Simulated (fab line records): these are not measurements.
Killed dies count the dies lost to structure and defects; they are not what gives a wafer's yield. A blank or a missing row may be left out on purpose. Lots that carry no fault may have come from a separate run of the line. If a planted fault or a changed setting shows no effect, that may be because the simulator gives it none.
The same fault as seen by 2 desks :: flow ritCmos :: only its own numbers are on each desk; what lay behind them is given at the end

## AT THE TOOL OWNER'S DESK: lithoTrack-01
At RIT_PSD_SOFTBAKE_02 (time 60 s), the tool's own readings, given per lot that ran on this tool as the mean of the sampled wafers with a number. A lot is out of limits, marked OUT, if its mean lies more than 4 standard deviations from the usual mean; the brackets give that distance.
Columns: A = heaterPowerTotalW at RIT_PSD_SOFTBAKE_02, usual 34.56 W; B = plateTempC at RIT_PSD_SOFTBAKE_02, usual 90.02 C
lot: L246
first seen here: day 5 17:53
A: 34.56
B: 89.80

lot: L249
first seen here: day 6 03:33
A: 35.70 (+23) OUT
B: 92.14 (+15) OUT

lot: L250
first seen here: day 6 08:55
A: 35.69 (+23) OUT
B: 92.29 (+16) OUT
This desk's finding: out of limits on L249, L250; first on L249, day 6 03:33 (heaterPowerTotalW at RIT_PSD_SOFTBAKE_02). In limits: L246.

## THE METROLOGY DESK
Lot by lot, what the gauges showed, no matter which tool ran the lot: averages of those sampled wafers that carry a number. A lot is out of limits, marked OUT, if its mean lies more than 4 standard deviations from the usual mean; the brackets give that distance.
Columns: A = NSD_OVL at RIT_NSD_OVL_MEAS_06, usual 0.5 nm; B = NSD_TW at RIT_NSD_TW_MEAS_10, usual 3134; C = PSD_OVL at RIT_PSD_OVL_MEAS_06, usual -0.3 nm
lot: L237
first seen here: day 3 16:59
A: 2.5
B: 3179
C: 1.8

lot: L246
first seen here: day 5 17:01
A: 2.7
B: 3143
C: 0.9

lot: L249
first seen here: day 6 02:31
A: -1.3
B: 3152
C: 0.5

lot: L250
first seen here: day 6 08:03
A: -1.5
B: 3088
C: -1.3

lot: L254
first seen here: day 7 00:49
A: -0.4
B: 3078
C: -1.0

lot: L258
first seen here: day 8 00:48
A: -0.3
B: 3172
C: -0.4
This desk found nothing out of limits on any of the 6 lots.

## ALL TOGETHER
At day 6 03:33, on L249, L250, the tool owner's desk was in a position to raise an alarm.
The metrology desk saw nothing out of limits.
The metrology desk has L249, L250 on record, within its limits.
On lithoTrack-01, each named lot ran RIT_PSD_SOFTBAKE_02.

## WHAT THE SIMULATOR HAD INSERTED
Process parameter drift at RIT_PSD_SOFTBAKE_02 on lithoTrack-01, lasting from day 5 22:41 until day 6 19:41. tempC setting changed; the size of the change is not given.
Lots struck among those shown: L249, L250.
Delay in hours, fault start to first out-of-limits reading, by desk: the tool owner's desk at 5.
